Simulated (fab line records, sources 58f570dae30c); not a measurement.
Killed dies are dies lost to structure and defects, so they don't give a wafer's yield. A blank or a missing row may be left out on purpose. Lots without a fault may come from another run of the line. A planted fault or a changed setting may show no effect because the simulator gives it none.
fab line records | flow berkeley_cmos170
record lots=14 wafers=42 last_day=11
route steps=331 shown ACTIVE@73 NSD@188 V2@294 M3@310
lots that met no fault: from a run of the same line without faults
start_h: hours from the record's first day to the start of the lot's first wafer shown | wait_h: hours since the lot's step before | " the same as in the row above | L1.1+2: a row that stands for several wafers | - no value, or no start given | * or withheld: withheld | < > ~ a bound
route shown NAME@n: a module of which the file shows steps, and the number in the route of the first | usual: mean/standard deviation of fault-free wafers | same: alike in all rows | chamber/n: place in a boat | sites: the reading at each site | _std_site: their standard deviation | _edge_site: outer sites' mean less inner sites' | radius_mm: how far each site lies from the wafer's centre | mask NAME#n: copy n | behind: the tool/chamber that last shaped the wafer | hold: why the lot was held/for how many hours/how that ended | device: the transistor (n, p or np) that didn't switch | end of line: the same wafers' tests at the end of the route | a step without rows: its recipe alone | killed: dies lost to structure and defects at the first sort, not the wafer's yield | map: a wafer's dies, x killed, . not, _ none there
set.NAME: the setting as run; set.NAME@STEP: as run at that earlier step | model.NAME: the simulator's own value behind a step, which no gauge read
steps of the route over a sample of lots; a table a step, a row a wafer
services: from which hour (start_h, from the record's first day; less than 0 if before it) a tool's chamber was out of use, for how many hours, and why
## steps
# step UCB170_ACTIVE_CD_MEAS_13
# recipe target_cd_nm=1200
# usual cd_nm=1200.3/1.4
# columns lot.wafer tool chamber start_h wait_h cd_nm
L139.2 cd_sem-01 - 78.72 - 1199.7
L139.4 " - " " 1200.4
L139.6 " - " " 1200.3
L140.3 cd_sem-01 - 79.25 - 1201.3
L140.4 " - " " 1201.0
L140.6 " - " " 1201.5
L141.2 cd_sem-02 - 86.08 - 1200.6
L141.4 " - " " 1201.4
L141.6 " - " " 1199.7
L142.3 cd_sem-01 - 86.37 - 1198.7
L142.4 " - " " 1199.7
L142.5 " - " " 1201.0
L148.1 cd_sem-01 - 113.15 - 1199.5
L148.3 " - " " 1199.2
L148.6 " - " " 1200.5
L146.3 cd_sem-01 - 113.46 - 1202.6
L146.5 " - " " 1201.2
L146.6 " - " " 1200.6
L147.1 cd_sem-01 - 113.78 - 1200.7
L147.4 " - " " 1198.7
L147.5 " - " " 1199.6
L143.2 cd_sem-01 - 114.04 - 1202.0
L143.3 " - " " 1200.3
L143.6 " - " " 1200.7
L151.3 cd_sem-01 - 127.77 - 1198.6
L151.4 " - " " 1199.7
L151.5 " - " " 1198.5
L153.3 cd_sem-01 - 141.88 - 1202.4
L153.5 " - " " 1201.6
L153.6 " - " " 1200.7
L155.1 cd_sem-01 - 155.11 - 1202.2
L155.4 " - " " 1201.5
L155.6 " - " " 1201.6
L156.2 cd_sem-02 - 155.92 - 1201.6
L156.3 " - " " 1201.8
L156.5 " - " " 1201.4
L160.1 cd_sem-01 - 176.43 - 1200.7
L160.2 " - " " 1198.9
L160.3 " - " " 1199.8
L161.3 cd_sem-02 - 185.06 - 1196.7
L161.4 " - " " 1197.6
L161.5 " - " " 1197.0
# step UCB170_NSD_COAT_01
# recipe resist=KrF spin_rpm=1500 resist_thk_nm=900
# columns lot.wafer tool chamber start_h wait_h
L140.3+4+6 litho_track-01 0 132.76 0.1
L139.2+4+6 litho_track-04 0 136.41 0.1
L141.2+4+6 litho_track-01 0 145.66 0.1
L142.3+4+5 litho_track-03 0 145.90 0.1
L147.1+4+5 litho_track-04 0 162.88 0.1
L148.1+3+6 litho_track-01 0 163.23 0.1
L146.3+5+6 litho_track-03 0 163.80 0.1
L143.2+3+6 litho_track-01 0 163.98 0.1
L151.3+4+5 litho_track-03 0 181.42 0.1
L153.3+5+6 litho_track-04 0 200.05 0.1
L156.2+3+5 litho_track-01 0 206.46 0.1
L155.1+4+6 litho_track-04 0 206.67 0.1
L160.1+2+3 litho_track-01 0 235.73 0.1
L161.3+4+5 litho_track-04 0 235.78 0.1
# step UCB170_NSD_STRIP_09
# recipe chemistry=O2 power_w=400 pressure_mtorr=3500 platen_temp_c=withheld o2_flow_sccm=400 overash_fraction=0.5
# usual drypump_motor_current_A=5.7/0.55 oes_product_au=0.534/0.0046 strip_time_to_endpoint_s=35.82/0.064
# columns lot.wafer tool chamber start_h wait_h drypump_motor_current_A oes_product_au rf_hours_counter_h strip_time_to_endpoint_s
L140.3 plasma_asher-04 0 134.56 0.1 4.9 0.539 - 35.74
L140.4 " 1 " " 6.6 0.548 - 35.78
L140.6 " 0 " " 4.9 0.537 - 35.72
L139.2 plasma_asher-04 0 138.30 0.1 4.9 0.533 3 35.76
L139.4 " 1 " " 6.6 0.530 - 35.79
L139.6 " 0 " " 4.9 0.530 - 35.73
L141.2 plasma_asher-02 1 147.00 0.1 5.5 0.533 44 35.87
L141.4 " 0 " " 5.7 0.538 - 35.89
L141.6 " 0 " " 5.7 0.538 - 35.86
L142.3 plasma_asher-01 0 147.12 0.1 5.8 0.529 - 35.82
L142.4 " 1 " " 5.5 0.532 - 35.77
L142.5 " 1 " " 5.5 0.529 - 35.77
L147.1 plasma_asher-04 0 164.11 0.1 4.9 0.540 6 35.76
L147.4 " 0 " " 4.9 0.534 - 35.74
L147.5 " 0 " " 4.9 0.534 - 35.82
L148.1 plasma_asher-02 1 164.63 0.1 5.5 0.537 46 35.88
L148.3 " 0 " " 5.7 0.536 - 35.95
L148.6 " 0 " " 5.7 0.532 - 35.91
L146.3 plasma_asher-04 1 165.42 0.1 6.6 0.533 - 35.50
L146.5 " 1 " " 6.6 0.529 - 35.43
L146.6 " 0 " " 4.9 0.533 - 35.45
L143.2 plasma_asher-04 1 165.63 0.1 6.7 0.531 6 35.78
L143.3 " 1 " " 6.7 0.529 - 35.77
L143.6 " 1 " " 6.6 0.544 - 35.83
L151.3 plasma_asher-02 1 183.45 0.1 5.5 0.538 - 35.46
L151.4 " 0 " " 5.7 0.536 - 35.39
L151.5 " 1 " " 5.5 0.535 - 35.40
L153.3 plasma_asher-01 0 201.28 0.1 5.8 0.534 - 35.80
L153.5 " 0 " " 5.8 0.534 - 35.75
L153.6 " 1 " " 5.5 0.532 - 35.81
L156.2 plasma_asher-01 1 207.55 0.1 5.4 0.539 41 35.90
L156.3 " 0 " " 5.8 0.537 - 35.83
L156.5 " 1 " " 5.5 0.531 - 35.92
L155.1 plasma_asher-02 1 208.05 0.1 5.5 0.534 52 35.85
L155.4 " 0 " " 5.7 0.536 - 35.84
L155.6 " 0 " " 5.7 0.545 - 35.79
L161.3 plasma_asher-02 0 237.09 0.1 5.7 0.535 - 35.82
L161.4 " 1 " " 5.5 0.534 - 35.91
L161.5 " 1 " " 5.5 0.533 - 35.90
L160.1 plasma_asher-01 1 237.19 0.1 5.5 0.535 44 35.83
L160.2 " 0 " " 5.8 0.536 44 35.85
L160.3 " 1 " " 5.5 0.538 - 35.87
# step UCB170_V2_CMP_02
# recipe material=SiO2 down_force_psi=6 platen_rpm=60 pad_velocity_m_s=0.75398
# usual head_pressure_psi=6.000/0.014 motor_current_A=15.6/1.2 platen_rpm=60.00/0.037
# columns lot.wafer tool chamber start_h wait_h head_pressure_psi motor_current_A platen_rpm
L139.2 cmp-02 1 160.48 0.0 5.997 16.6 59.97
L139.4 " 2 " " 6.004 16.5 59.98
L139.6 " 2 " " 5.997 15.8 59.98
L140.4 cmp-02 2 161.41 0.2 5.992 15.6 59.94
L140.3 " 3 " " 5.993 15.3 60.02
L140.6 " 0 " " 6.027 15.4 60.01
L141.4 cmp-01 1 170.11 0.1 6.014 17.1 59.97
L141.2 " 2 " " 6.020 14.9 59.99
L141.6 " 0 " " 6.009 14.7 60.00
L142.4 cmp-02 2 171.96 0.1 6.027 16.4 60.00
L142.3 " 3 " " 6.019 14.8 59.96
L142.5 " 1 " " 5.984 16.2 60.05
L147.1 cmp-01 1 187.37 0.1 6.009 17.9 59.97
L147.4 " 3 " " 6.008 12.9 59.93
L147.5 " 1 " " 5.988 17.0 59.98
L146.3 cmp-02 0 188.69 0.1 6.022 15.4 60.01
L146.6 " 3 " " 5.986 14.9 60.02
L146.5 " 0 " " 5.988 15.3 60.02
L148.1 cmp-02 3 189.10 0.1 5.978 14.9 60.02
L148.3 " 0 " " 6.009 15.1 60.05
L148.6 " 2 " " 5.997 15.3 59.94
L143.3 cmp-02 3 190.24 0.1 6.022 15.3 60.04
L143.2 " 1 " " 5.978 17.0 59.96
L143.6 " 3 " " 6.004 16.3 60.02
L151.4 cmp-02 1 204.87 0.0 5.992 15.7 59.96
L151.3 " 2 " " 6.006 15.4 59.99
L151.5 " 1 " " 5.994 17.5 59.98
L153.3 cmp-02 1 220.87 0.2 6.017 17.2 60.02
L153.5 " 2 " " 5.986 16.4 59.99
L153.6 " 3 " " 5.981 15.3 60.01
L155.4 cmp-02 0 229.98 0.3 5.997 15.2 60.03
L155.1 " 2 " " 6.011 16.3 60.03
L155.6 " 0 " " 6.004 16.0 60.01
L156.2 cmp-02 0 230.25 0.4 5.990 15.2 59.96
L156.3 " 1 " " 5.999 16.1 59.98
L156.5 " 0 " " 5.991 16.0 60.02
L161.3 cmp-01 1 256.78 0.0 6.018 17.1 59.96
L161.4 " 3 " " 5.982 12.5 59.95
L161.5 " 2 " " 5.988 15.5 60.02
L160.1 cmp-02 2 257.07 0.1 6.012 15.8 60.03
L160.3 " 3 " " 5.990 15.4 60.02
L160.2 " 0 " " 6.012 15.5 59.96
# step UCB170_M3_SPUTTER_01
# recipe material=Al target_thk_nm=900 time_s=120 power_w=6000 chamber_pressure_pa=0.5
# usual throttle_valve_pct=30.4/0.99
# columns lot.wafer tool chamber start_h wait_h throttle_valve_pct
L139.2 pvd_sputter-03 - 163.52 0.0 29.6
L139.4 " - " " 30.9
L139.6 " - " " 30.0
L140.3 pvd_sputter-01 - 164.54 0.0 29.9
L140.4 " - " " 32.7
L140.6 " - " " 29.9
L141.2 pvd_sputter-01 - 172.33 0.0 29.6
L141.4 " - " " 30.4
L141.6 " - " " 32.7
L142.3 pvd_sputter-01 - 174.60 0.0 29.6
L142.4 " - " " 30.0
L142.5 " - " " 32.7
L147.1 pvd_sputter-04 - 190.06 0.0 30.5
L147.4 " - " " 30.0
L147.5 " - " " 29.8
L146.3 pvd_sputter-03 - 191.03 0.0 29.4
L146.5 " - " " 31.1
L146.6 " - " " 29.8
L148.1 pvd_sputter-04 - 192.41 0.0 30.1
L148.3 " - " " 29.5
L148.6 " - " " 30.1
L143.2 pvd_sputter-03 - 192.53 0.0 29.9
L143.3 " - " " 31.3
L143.6 " - " " 30.9
L151.3 pvd_sputter-01 - 207.64 0.0 32.6
L151.4 " - " " 29.5
L151.5 " - " " 32.7
L153.3 pvd_sputter-04 - 222.84 0.0 30.7
L153.5 " - " " 29.1
L153.6 " - " " 29.9
L155.1 pvd_sputter-01 - 232.29 0.0 32.8
L155.4 " - " " 30.0
L155.6 " - " " 32.7
L156.2 pvd_sputter-04 - 232.54 0.0 29.8
L156.3 " - " " 30.5
L156.5 " - " " 30.0
L161.3 pvd_sputter-01 - 259.25 0.0 29.7
L161.4 " - " " 32.9
L161.5 " - " " 32.9
L160.1 pvd_sputter-03 - 259.52 0.0 31.1
L160.2 " - " " 29.9
L160.3 " - " " 29.6
## services
# columns tool chamber start_h hours kind
plasma_asher-04 0 117.75 - clean
plasma_asher-04 1 117.75 - clean
cmp-01 - 119.96 0.9 repair
pvd_sputter-01 - 122.56 2.6 repair
pvd_sputter-04 - 131.73 1.2 repair
cmp-01 - 173.40 0.5 repair
cmp-01 - 177.89 0.5 repair
pvd_sputter-04 - 181.30 8.3 repair
pvd_sputter-03 3 204.91 - consumable_replace:kit
pvd_sputter-03 3 204.91 18.0 scheduled_down
pvd_sputter-03 3 204.91 18.0 vent_cycle
cmp-02 - 209.69 4.2 pm
plasma_asher-01 - 211.22 0.7 repair
pvd_sputter-03 - 212.61 2.8 repair
cmp-01 - 213.80 22.5 repair
plasma_asher-02 - 215.74 5.9 repair
pvd_sputter-01 - 223.67 2.0 repair
cmp-01 - 236.30 4.0 pm
cmp-01 - 240.30 - consumable_replace:conditioner
cmp-01 - 240.30 - consumable_replace:pad
cmp-01 - 243.85 0.7 repair
## key
first_sign step=UCB170_NSD_STRIP_09 reading=strip_time_to_endpoint_s direction=down sigmas=6 usual=* struck=*
effect none on later readings
met_at UCB170_NSD_COAT_01
struck_lots L146,L151
tester_left_out L146,L151
not_acting_at UCB170_ACTIVE_CD_MEAS_13,UCB170_V2_CMP_02,UCB170_M3_SPUTTER_01
onset_between 145.90 163.80
fault kind=process_parameter_drift tool=litho_track-03 chamber=- onset_h=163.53 steps=UCB170_NSD_COAT_01 channel=resist_thk_nm offset=* shape=step end_h=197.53 acts_in=* stated=*
# tester_left_out: of these lots the tester's yield and bins aren't shown, on N5 and GAA mostly nor the transistor test; their killed dies are dies lost to structure and defects alone, not to doping, threshold or leakage, so they don't give the yield
